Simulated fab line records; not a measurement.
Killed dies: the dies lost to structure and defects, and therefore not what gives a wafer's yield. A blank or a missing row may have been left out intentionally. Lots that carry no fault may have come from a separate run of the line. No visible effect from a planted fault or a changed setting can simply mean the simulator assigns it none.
Problem report, 8D (eight disciplines) form, completed by code    flow berkeley cmos170    the parts of the form that need people (team, actions taken, sign-off) are left out

## 1. THE ISSUE
dose ions cm2 at UCB170_NWELL_IMPLANT_14 reads a mean of 1.0409e+13 on 6 wafers of 2 lots; wafers without a fault read 1.0001e+13 with a standard deviation of 1.1e+10. That puts it +37 standard deviations away from the usual mean.
Earliest sighting: wafer L304.1 on implanter-02 at day 6 08:02. At this step, 18 wafers from 6 lots have a number in the record. The rule behind "out" and "out of limits": a value lying over 4 standard deviations away from the usual mean. The rest of the wafers with a number are treated as sound.

## 2. WHAT THIS IS AND IS NOT
question                     is                      is not
which readings at this step  dose ions cm2           -
which lots                   L304, L305              L285, L288, L303, L307
which wafers of those lots   all that have a number  -
read on which tools          implanter-02            implanter-01, implanter-04
when                         from day 6 08:02        up to then (6 sound wafers); but 6 sound wafers of L303, L307 came after

## 3. THE SUSPECTS, EACH WITH WHAT RULES IT OUT
Counting: a tool at any process step up to the reading remains a suspect when it ran all the lots that are out and ran no sound lot after the first of those.
- implanter-02 at UCB170_NWELL_IMPLANT_14: kept. Every lot that is out went through it, starting with L304 (day 6 08:02), and after that it ran no sound lot; the last sound lot it ran before then is L285 (day 2 17:07). Its own dose ions cm2 readings are out on those wafers.
Left after counting: implanter-02 at UCB170_NWELL_IMPLANT_14.

## 4. THE CAUSE (what the simulator had put in)
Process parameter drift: implanter-02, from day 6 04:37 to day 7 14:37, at UCB170_NWELL_IMPLANT_14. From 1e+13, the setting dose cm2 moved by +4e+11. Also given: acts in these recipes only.
Counting left only this tool.

## 5. THE CHAIN OF EFFECTS, in route order
Rows list readings where the struck wafers' mean (over those with a number) sits beyond 3 standard deviations from the usual. Readings are gone through only where the record gives a usual standard deviation; hours: the median, over the lots, of the time from a lot's start at the first step in this table giving one to that lot's start at this step; sigmas: the change measured in usual standard deviations.
hours  step                     reading        usual       on struck wafers  change       sigmas
0      UCB170_NWELL_IMPLANT_14  dose ions cm2  1.0001e+13  1.0409e+13        +4.0783e+11  +37
Here are the process steps it includes:
- UCB170_NWELL_IMPLANT_14

## 6. HOW IT WOULD HAVE BEEN CAUGHT EARLIER
First out-of-limits reading in this record: day 6 08:02, which is 3 hours after fault onset at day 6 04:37.
